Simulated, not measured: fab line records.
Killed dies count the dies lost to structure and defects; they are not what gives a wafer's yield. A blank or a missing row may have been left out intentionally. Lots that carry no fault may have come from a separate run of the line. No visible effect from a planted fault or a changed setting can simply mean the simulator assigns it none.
The tool behind it: which one? :: flow berkeley-cmos170 :: 14 lots, 42 wafers sampled, at 5 steps of a route of 331

== WHAT THE GAUGES SHOWED, per wafer ==
UCB170_NWELL_OVL_MEAS_12.
lot: L606
measured: day 2 13:18
on: overlay-02
NWELL_OVL (nm): -1 -1 1

lot: L608
measured: day 2 21:22
on: overlay-01
NWELL_OVL (nm): -10 -10 1

lot: L607
measured: day 2 21:31
on: overlay-02
NWELL_OVL (nm): 5 3 4

lot: L609
measured: day 3 05:11
on: overlay-01
NWELL_OVL (nm): -1 6 10

lot: L610
measured: day 3 12:40
on: overlay-01
NWELL_OVL (nm): -7 -2 1

lot: L612
measured: day 3 20:08
on: overlay-01
NWELL_OVL (nm): -5 -4 -11

lot: L613
measured: day 4 03:19
on: overlay-02
NWELL_OVL (nm): -11 -3 -1

lot: L615
measured: day 4 11:28
on: overlay-02
NWELL_OVL (nm): -5 1 -2

lot: L621
measured: day 5 22:11
on: overlay-01
NWELL_OVL (nm): -2 -6 -2

lot: L622
measured: day 5 22:26
on: overlay-02
NWELL_OVL (nm): 1 5 -1

lot: L625
measured: day 6 22:54
on: overlay-01
NWELL_OVL (nm): -3 1 -2

lot: L628
measured: day 7 00:47
on: overlay-01
NWELL_OVL (nm): -13 -16 -17

lot: L627
measured: day 7 00:58
on: overlay-01
NWELL_OVL (nm): 2 2 0

lot: L629
measured: day 7 04:05
on: overlay-02
NWELL_OVL (nm): -2 -5 -6

UCB170_PWELL_TW_MEAS_17.
lot: L606
measured: day 3 11:10
on: film-metro-02
PWELL_TW: 376 375 376

lot: L608
measured: day 3 16:51
on: film-metro-03
PWELL_TW: 380 381 380

lot: L607
measured: day 3 17:07
on: film-metro-04
PWELL_TW: 385 384 387

lot: L609
measured: day 4 00:29
on: film-metro-02
PWELL_TW: 375 375 376

lot: L610
measured: day 4 14:03
on: film-metro-04
PWELL_TW: 385 386 384

lot: L612
measured: day 4 19:13
on: film-metro-02
PWELL_TW: 379 378 377

lot: L613
measured: day 5 01:39
on: film-metro-02
PWELL_TW: 457 456 454

lot: L615
measured: day 5 06:22
on: film-metro-02
PWELL_TW: 456 456 454

lot: L621
measured: day 6 21:28
on: film-metro-03
PWELL_TW: 379 379 382

lot: L622
measured: day 6 21:16
on: film-metro-04
PWELL_TW: 385 383 381

lot: L625
measured: day 7 19:04
on: film-metro-04
PWELL_TW: 387 385 386

lot: L628
measured: day 7 19:19
on: film-metro-04
PWELL_TW: 386 384 382

lot: L627
measured: day 7 19:53
on: film-metro-04
PWELL_TW: 383 384 385

lot: L629
measured: day 7 23:35
on: film-metro-04
PWELL_TW: 385 383 385

UCB170_PFIELD_TW_MEAS_09.
lot: L606
measured: day 5 01:14
on: film-metro-01
PFIELD_TW: 602 602 603

lot: L608
measured: day 5 06:13
on: film-metro-02
PFIELD_TW: 594 593 597

lot: L607
measured: day 5 12:54
on: film-metro-04
PFIELD_TW: 604 611 605

lot: L609
measured: day 5 12:42
on: film-metro-01
PFIELD_TW: 604 605 604

lot: L610
measured: day 6 19:59
on: film-metro-04
PFIELD_TW: 612 610 612

lot: L612
measured: day 6 20:32
on: film-metro-01
PFIELD_TW: 606 605 607

lot: L613
measured: day 6 20:26
on: film-metro-01
PFIELD_TW: 608 608 609

lot: L615
measured: day 7 03:13
on: film-metro-04
PFIELD_TW: 609 610 610

lot: L621
measured: day 8 10:43
on: film-metro-01
PFIELD_TW: 598 600 601

lot: L622
measured: day 8 11:00
on: film-metro-04
PFIELD_TW: 605 606 605

lot: L625
measured: day 9 16:52
on: film-metro-01
PFIELD_TW: 604 598 605

lot: L628
measured: day 9 16:11
on: film-metro-04
PFIELD_TW: 605 607 610

lot: L627
measured: day 9 17:23
on: film-metro-04
PFIELD_TW: 609 605 607

lot: L629
measured: day 9 17:22
on: film-metro-02
PFIELD_TW: 593 599 591

UCB170_SCREENOX_THK_MEAS_02.
lot: L606
measured: day 6 13:05
on: film-metro-02
SCREENOX_OXIDE_THK (nm): 13.80 14.01 13.54

lot: L608
measured: day 6 13:04
on: film-metro-01
SCREENOX_OXIDE_THK (nm): 13.77 14.08 14.26

lot: L607
measured: day 6 13:04
on: film-metro-03
SCREENOX_OXIDE_THK (nm): 13.96 14.34 14.03

lot: L609
measured: day 6 13:07
on: film-metro-03
SCREENOX_OXIDE_THK (nm): 14.79 14.75 14.77

lot: L610
measured: day 7 19:56
on: film-metro-01
SCREENOX_OXIDE_THK (nm): 14.49 14.24 14.24

lot: L612
measured: day 7 19:56
on: film-metro-03
SCREENOX_OXIDE_THK (nm): 14.02 13.97 13.88

lot: L613
measured: day 7 19:52
on: film-metro-03
SCREENOX_OXIDE_THK (nm): 14.26 14.32 14.18

lot: L615
measured: day 8 05:25
on: film-metro-02
SCREENOX_OXIDE_THK (nm): 14.72 14.69 14.89

lot: L621
measured: day 9 17:26
on: film-metro-03
SCREENOX_OXIDE_THK (nm): 14.31 14.55 14.35

lot: L622
measured: day 9 17:27
on: film-metro-02
SCREENOX_OXIDE_THK (nm): 14.26 14.15 14.00

lot: L625
measured: day 10 22:19
on: film-metro-01
SCREENOX_OXIDE_THK (nm): 14.00 13.99 14.06

lot: L628
measured: day 10 22:17
on: film-metro-02
SCREENOX_OXIDE_THK (nm): 14.12 14.49 14.15

lot: L627
measured: day 10 22:15
on: film-metro-01
SCREENOX_OXIDE_THK (nm): 14.59 14.65 14.26

lot: L629
measured: day 10 22:14
on: film-metro-03
SCREENOX_OXIDE_THK (nm): 14.34 14.52 14.40

== WHAT TOOL EACH LOT RAN ON (gives the tool, then ch and the chambers of the sampled wafers, and finally the start) ==
lot: L606
UCB170_PWELL_IMPLANT_15: implanter-01 ch 0, day 3 10:56

lot: L608
UCB170_PWELL_IMPLANT_15: implanter-02 ch 0, day 3 16:36

lot: L607
UCB170_PWELL_IMPLANT_15: implanter-03 ch 0, day 3 16:52

lot: L609
UCB170_PWELL_IMPLANT_15: implanter-02 ch 0, day 4 00:14

lot: L610
UCB170_PWELL_IMPLANT_15: implanter-02 ch 0, day 4 13:48

lot: L612
UCB170_PWELL_IMPLANT_15: implanter-03 ch 0, day 4 18:58

lot: L613
UCB170_PWELL_IMPLANT_15: implanter-02 ch 0, day 5 01:24

lot: L615
UCB170_PWELL_IMPLANT_15: implanter-02 ch 0, day 5 06:08

lot: L621
UCB170_PWELL_IMPLANT_15: implanter-01 ch 0, day 6 21:13

lot: L622
UCB170_PWELL_IMPLANT_15: implanter-03 ch 0, day 6 21:02

lot: L625
UCB170_PWELL_IMPLANT_15: implanter-02 ch 0, day 7 18:51

lot: L628
UCB170_PWELL_IMPLANT_15: implanter-03 ch 0, day 7 19:04

lot: L627
UCB170_PWELL_IMPLANT_15: implanter-02 ch 0, day 7 19:40

lot: L629
UCB170_PWELL_IMPLANT_15: implanter-03 ch 0, day 7 23:20
- UCB170_PWELL_IMPLANT_15

== WHAT THE TOOLS THEMSELVES READ (means of the sampled wafers that have a number; where no wafer has one, the mark that the record gives instead) ==
UCB170_PWELL_IMPLANT_15.
lot: L606
tool: implanter-01
dose-ions-cm2: 5.003e+12
faraday-current-uA: 15.76

lot: L608
tool: implanter-02
dose-ions-cm2: 4.999e+12
faraday-current-uA: 15.71

lot: L607
tool: implanter-03
dose-ions-cm2: 5.002e+12
faraday-current-uA: 16.14

lot: L609
tool: implanter-02
dose-ions-cm2: 4.997e+12
faraday-current-uA: 15.90

lot: L610
tool: implanter-02
dose-ions-cm2: 5.003e+12
faraday-current-uA: 15.97

lot: L612
tool: implanter-03
dose-ions-cm2: 4.998e+12
faraday-current-uA: 15.67

lot: L613
tool: implanter-02
dose-ions-cm2: 9.525e+12
faraday-current-uA: 29.83

lot: L615
tool: implanter-02
dose-ions-cm2: 9.533e+12
faraday-current-uA: 29.83

lot: L621
tool: implanter-01
dose-ions-cm2: 4.997e+12
faraday-current-uA: 16.34

lot: L622
tool: implanter-03
dose-ions-cm2: 5.003e+12
faraday-current-uA: 15.64

lot: L625
tool: implanter-02
dose-ions-cm2: 4.998e+12
faraday-current-uA: 15.69

lot: L628
tool: implanter-03
dose-ions-cm2: 5.005e+12
faraday-current-uA: 15.76

lot: L627
tool: implanter-02
dose-ions-cm2: 5.005e+12
faraday-current-uA: 15.80

lot: L629
tool: implanter-03
dose-ions-cm2: 5.001e+12
faraday-current-uA: 15.57

== THE ANSWER, worked out from the rows above alone ==
Rule: what is usual is taken from the lots themselves. The widest of any qualifying gaps counts: lots, ordered by their means at a reading, are off when they make up no more than a third of the lots, leave a main group of 4 or more, and stand apart from it by 3 or more times the standard deviation of that group's means. If all means in a main group match to the digits the tables above print for the reading, that group is not used. Also off: a lot with no number at a reading for which 4 or more lots have one. Where the step has rows for the other lots, those lots are counted as sound. Order of review: gauges by route order, followed by the tools' own readings, for which a lot's mean as printed above is used. The first step at which some lot is off is used, and at that step the reading that is off furthest; a lot without a number counts as furthest.
Off: at UCB170_PWELL_TW_MEAS_17 (PWELL_TW), L613, L615. The main group has a mean of 382 with a standard deviation of 3.6.
A tool fits if, at a process step before that reading, it ran every lot that is off, and no sound lot after the first of them. The gauges at UCB170_PWELL_TW_MEAS_17 aren't tried: what is off there is off at UCB170_PWELL_IMPLANT_15 too, on other tools, and a gauge's error can't cause that. No candidate that was tried fits.

== WHAT THE SIMULATOR PUT IN ==
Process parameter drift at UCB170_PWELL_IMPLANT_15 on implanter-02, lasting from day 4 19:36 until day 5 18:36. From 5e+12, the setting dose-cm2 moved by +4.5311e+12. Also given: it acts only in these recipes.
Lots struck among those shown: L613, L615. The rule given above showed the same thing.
